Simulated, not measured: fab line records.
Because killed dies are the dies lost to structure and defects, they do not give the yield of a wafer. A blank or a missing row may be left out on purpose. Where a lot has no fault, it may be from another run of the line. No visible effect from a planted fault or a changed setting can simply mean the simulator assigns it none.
fab line records | flow berkeley_cmos170 | part 2 of 2: steps 26 to 36 of 36
[record] lots = 5 wafers = 15 last_day = 11
route steps=331 shown NWELL@31 PWELL@34 WELLDRIVE@55 ACTIVE@60
lots with no fault: from the same line, run without faults
start_h: start of the lot's first displayed wafer, in hours after the record's first day | wait_h: hours elapsed since this lot's preceding step | " identical to the entry in the row above | L1.1+2: a single row standing in for several wafers | - no value, or no start was given | * or withheld: withheld | < > ~ a bound
route shown NAME@n: names a module that has steps shown in the file, with the first one's number in the route | usual: mean/standard deviation of fault-free wafers | same: alike in all rows | chamber/n: place in a boat | sites: the reading at each site | _std_site: how widely they spread, as a standard deviation | _edge_site: inner sites' mean taken away from outer sites' mean | radius_mm: for every site, how far away it sits from the centre of the wafer | mask NAME#n: copy n | behind: the most recent tool/chamber to have shaped the wafer | hold: what put the lot on hold/how long, in hours/how the hold closed | device: the n, p or np transistor that did not switch | end of line: the tests these same wafers got at the end of their route | a step with no rows: only its recipe | killed: dies that structure and defects cost at the first sort, which is not the same as the wafer's yield | map: a wafer's dies, x killed, . not, _ none there
set.NAME: the setting that was run; set.NAME@STEP: the one run at that earlier step | model.NAME: the simulator's own value behind a step, which no gauge read
lots seen at some steps along the route; tables by step, rows by wafer
services: the hour from which a tool's chamber was out of use, counted from the record's first day as start_h (under 0 if before that day), plus the number of hours and why
[[steps]]
[step UCB170_WELLDRIVE_OXIDATION_01]
[recipe] temp_c = 1100 ambient = O2 target_thk_a = 1990 ox_time_s = 9000
[usual] ox_temp_c = 1100.0/0.45 zone_power_load_pct = 38.0/1
[same] ox_time_s = 9000
// columns lot.wafer tool chamber start_h wait_h ox_temp_c zone_power_load_pct
L080.1 furnace-03 0 106.61 1.1 1100.4 36.7
L080.2 " 0 " " 1100.4 36.9
L080.6 " 0 " " 1100.4 37.0
L088.1 furnace-02 0 125.51 0.4 1100.0 39.0
L088.2 " 0 " " 1100.2 38.5
L088.4 " 0 " " 1099.7 39.2
L085.1 furnace-01 0 129.74 1.5 1099.8 37.9
L085.3 " 0 " " 1099.5 37.6
L085.5 " 0 " " 1099.9 37.7
L092.1 furnace-01 0 140.99 1.1 1100.2 37.6
L092.3 " 0 " " 1100.3 37.2
L092.6 " 0 " " 1100.0 37.8
L093.3 furnace-03 0 143.99 2.0 1100.1 37.3
L093.4 " 0 " " 1100.6 37.1
L093.5 " 0 " " 1100.0 36.8
[step UCB170_WELLDRIVE_THK_MEAS_02]
[recipe] reads = SiO2_of_WELLDRIVE_OXIDATION_01
[usual] WELLDRIVE_OXIDE_THK = 201/3.7
// columns lot.wafer tool chamber start_h wait_h WELLDRIVE_OXIDE_THK[nm]
L080.1 film_metro-04 - 110.11 0.0 203
L080.2 " - " " 202
L080.6 " - " " 199
L088.1 film_metro-03 - 129.01 0.0 201
L088.2 " - " " 200
L088.4 " - " " 201
L085.1 film_metro-02 - 133.24 0.0 200
L085.3 " - " " 200
L085.5 " - " " 202
L092.1 film_metro-03 - 144.49 0.0 193
L092.3 " - " " 192
L092.6 " - " " 196
L093.3 film_metro-02 - 147.51 0.0 204
L093.4 " - " " 205
L093.5 " - " " 203
[step UCB170_WELLDRIVE_ANNEAL_03]
[recipe] temp_c = 1100 time_s = 900 ambient = N2
[usual] zone_power_load_pct = 37.6/0.8
// columns lot.wafer tool chamber start_h wait_h zone_power_load_pct
L080.1 furnace-02 0 111.83 1.7 38.8
L080.2 " 0 " " 38.8
L080.6 " 0 " " 38.7
L088.1 furnace-03 0 129.88 0.9 37.0
L088.2 " 0 " " 37.3
L088.4 " 0 " " 36.9
L085.1 furnace-03 0 136.31 3.1 37.3
L085.3 " 0 " " 36.9
L085.5 " 0 " " 36.4
L092.1 furnace-01 0 145.83 1.3 37.3
L092.3 " 0 " " 37.1
L092.6 " 0 " " 38.0
L093.3 furnace-03 0 149.16 1.6 37.4
L093.4 " 0 " " 38.2
L093.5 " 0 " " 37.0
[step UCB170_WELLDRIVE_WET_ETCH_04]
[recipe] chemistry = BOE dilution = 5:1 target = SiO2 temp_c = 25 time_s = 120
[usual] bath_heat_duty_pct = 6.3/0.73
// columns lot.wafer tool chamber start_h wait_h bath_heat_duty_pct
L080.1 wet_bench-03 1 113.08 0.0 6.2
L080.2 " 1 " " 6.2
L080.6 " 1 " " 5.6
L088.1 wet_bench-02 1 131.13 0.0 6.7
L088.2 " 1 " " 6.8
L088.4 " 1 " " 6.8
L085.1 wet_bench-02 1 139.06 1.5 6.0
L085.3 " 1 " " 6.0
L085.5 " 1 " " 5.9
L092.1 wet_bench-04 0 147.25 0.2 6.6
L092.3 " 0 " " 6.0
L092.6 " 0 " " 6.4
L093.3 wet_bench-03 3 150.46 0.0 6.3
L093.4 " 3 " " 6.6
L093.5 " 3 " " 6.9
[step UCB170_ACTIVE_CLEAN_00]
[recipe] chemistry = SPM temp_c = 120 time_s = 600
[usual] bath_heat_duty_pct = 13.6/1.5
// columns lot.wafer tool chamber start_h wait_h bath_heat_duty_pct
L080.1 wet_bench-03 2 113.12 0.0 13.9
L080.2 " 2 " " 13.6
L080.6 " 2 " " 14.0
L088.1 wet_bench-03 0 131.17 0.0 13.4
L088.2 " 0 " " 11.8
L088.4 " 0 " " 12.9
L085.1 wet_bench-02 2 139.38 0.3 14.0
L085.3 " 2 " " 16.1
L085.5 " 2 " " 16.1
L092.1 wet_bench-04 2 147.49 0.2 14.1
L092.3 " 2 " " 13.1
L092.6 " 2 " " 15.2
L093.3 wet_bench-02 3 152.10 1.6 13.8
L093.4 " 3 " " 13.6
L093.5 " 3 " " 13.5
[step UCB170_ACTIVE_CLEAN_01]
[recipe] chemistry = dHF dilution = 25:1 time_s = 60
// columns lot.wafer tool chamber start_h wait_h
L080.1+2+6 wet_bench-03 0 113.31 0.0
L088.1+2+4 wet_bench-02 3 131.34 0.0
L085.1+3+5 wet_bench-02 0 139.73 0.2
L092.1+3+6 wet_bench-03 1 147.87 0.2
L093.3+4+5 wet_bench-04 0 153.42 1.1
[step UCB170_ACTIVE_OXIDATION_02]
[recipe] temp_c = 1000 ambient = O2 target_thk_a = 264 ox_time_s = 1260
[usual] ox_temp_c = 1000.1/0.36 zone_power_load_pct = 31.6/3
[same] ox_time_s = 1260
// columns lot.wafer tool chamber start_h wait_h ox_temp_c zone_power_load_pct
L080.1 furnace-01 0 116.31 3.0 1000.3 29.2
L080.2 " 0 " " 1000.0 30.2
L080.6 " 0 " " 1000.2 29.0
L088.1 furnace-02 0 133.36 2.0 1000.9 31.0
L088.2 " 0 " " 1000.8 30.8
L088.4 " 0 " " 1000.2 30.5
L085.1 furnace-02 0 140.38 0.6 1000.0 30.9
L085.3 " 0 " " 1000.2 30.8
L085.5 " 0 " " 1000.0 30.7
L092.1 furnace-01 0 151.33 3.4 999.7 29.4
L092.3 " 0 " " 999.6 29.7
L092.6 " 0 " " 1000.0 29.6
L093.3 furnace-02 0 157.66 4.2 1000.5 30.5
L093.4 " 0 " " 1000.3 30.7
L093.5 " 0 " " 1000.0 30.3
[step UCB170_ACTIVE_THK_MEAS_03]
[recipe] reads = SiO2_of_ACTIVE_OXIDATION_02
[usual] ACTIVE_OXIDE_THK = 26.7/0.51
// columns lot.wafer tool chamber start_h wait_h ACTIVE_OXIDE_THK[nm]
L080.1 film_metro-01 - 117.66 0.0 25.9
L080.2 " - " " 25.6
L080.6 " - " " 26.0
L088.1 film_metro-01 - 134.71 0.0 26.6
L088.2 " - " " 26.5
L088.4 " - " " 27.0
L085.1 film_metro-01 - 141.73 0.0 26.7
L085.3 " - " " 26.8
L085.5 " - " " 26.6
L092.1 film_metro-04 - 152.68 0.0 26.6
L092.3 " - " " 26.6
L092.6 " - " " 26.7
L093.3 film_metro-04 - 159.03 0.0 26.3
L093.4 " - " " 26.7
L093.5 " - " " 26.5
[step UCB170_ACTIVE_ANNEAL_04]
[recipe] temp_c = 1000 time_s = 900 ambient = N2
[usual] zone_power_load_pct = 31/3.1
// columns lot.wafer tool chamber start_h wait_h zone_power_load_pct
L080.1 furnace-01 0 120.24 2.6 30
L080.2 " 0 " " 29
L080.6 " 0 " " 29
L088.1 furnace-01 0 136.74 2.0 30
L088.2 " 0 " " 30
L088.4 " 0 " " 30
L085.1 furnace-02 0 143.23 1.5 31
L085.3 " 0 " " 31
L085.5 " 0 " " 31
L092.1 furnace-02 0 156.41 3.7 31
L092.3 " 0 " " 31
L092.6 " 0 " " 30
L093.3 furnace-04 0 160.70 1.7 40
L093.4 " 0 " " 40
L093.5 " 0 " " 39
[step UCB170_ACTIVE_CVD_05]
[recipe] material = Si3N4 target_thk_nm = 220 temp_c = 800 precursor = SiH2Cl2/NH3 time_s = 3300 pressure_mtorr = 200 sih2cl2_flow_sccm = 25 nh3_flow_sccm = 75
[usual] zone_power_load_pct = 20.4/1.7
// columns lot.wafer tool chamber start_h wait_h zone_power_load_pct
L080.1 lpcvd-01 0 123.19 1.7 18.2
L080.2 " 0 " " 18.2
L080.6 " 0 " " 18.3
L088.1 lpcvd-02 1 137.99 0.0 22.1
L088.2 " 1 " " 21.2
L088.4 " 1 " " 21.5
L085.1 lpcvd-02 0 144.48 0.0 22.4
L085.3 " 0 " " 22.3
L085.5 " 0 " " 22.5
L092.1 lpcvd-02 0 157.66 0.0 22.3
L092.3 " 0 " " 22.1
L092.6 " 0 " " 22.5
L093.3 lpcvd-01 1 161.95 0.0 20.6
L093.4 " 1 " " 20.0
L093.5 " 1 " " 20.6
[step UCB170_ACTIVE_THK_MEAS_06]
[recipe] reads = Si3N4_of_ACTIVE_CVD_05
[usual] ACTIVE_NITRIDE_THK = 220.9/2.2
// columns lot.wafer tool chamber start_h wait_h ACTIVE_NITRIDE_THK[nm]
L080.1 film_metro-04 - 125.11 0.0 220.8
L080.2 " - " " 220.7
L080.6 " - " " 220.6
L088.1 film_metro-04 - 139.97 0.1 219.1
L088.2 " - " " 221.2
L088.4 " - " " 220.6
L085.1 film_metro-01 - 146.40 0.0 219.4
L085.3 " - " " 220.6
L085.5 " - " " 220.3
L092.1 film_metro-01 - 159.58 0.0 222.9
L092.3 " - " " 222.7
L092.6 " - " " 220.8
L093.3 film_metro-01 - 163.88 0.0 219.1
L093.4 " - " " 221.1
L093.5 " - " " 221.6
[[services]]
// columns tool chamber start_h hours kind
rie_diel-03 1 68.97 - clean
krf_scanner-02 - 69.86 1.0 pm
krf_scanner-01 - 71.61 1.0 pm
implanter-04 - 74.29 3.9 repair
krf_scanner-02 - 74.65 1.2 repair
furnace-01 - 76.91 3.6 pm
rie_diel-04 2 78.54 1.4 repair
rie_diel-04 3 78.60 1.5 repair
furnace-04 - 81.74 6.2 pm
implanter-02 - 88.38 3.3 repair
rie_diel-04 - 89.03 0.8 repair
plasma_asher-03 - 108.75 9.0 pm
plasma_asher-03 0 108.75 9.0 vent_cycle
plasma_asher-03 1 108.75 9.0 vent_cycle
krf_scanner-02 - 111.90 0.8 pm
rie_diel-04 0 114.62 13.0 repair
furnace-04 - 116.48 2.5 pm
plasma_asher-03 0 117.75 - clean
plasma_asher-03 1 117.75 - clean
plasma_asher-02 - 133.03 0.4 repair
rie_diel-03 1 143.01 35.9 repair
plasma_asher-02 - 151.12 2.8 pm
plasma_asher-01 - 152.76 8.7 repair
krf_scanner-01 - 155.87 0.1 repair
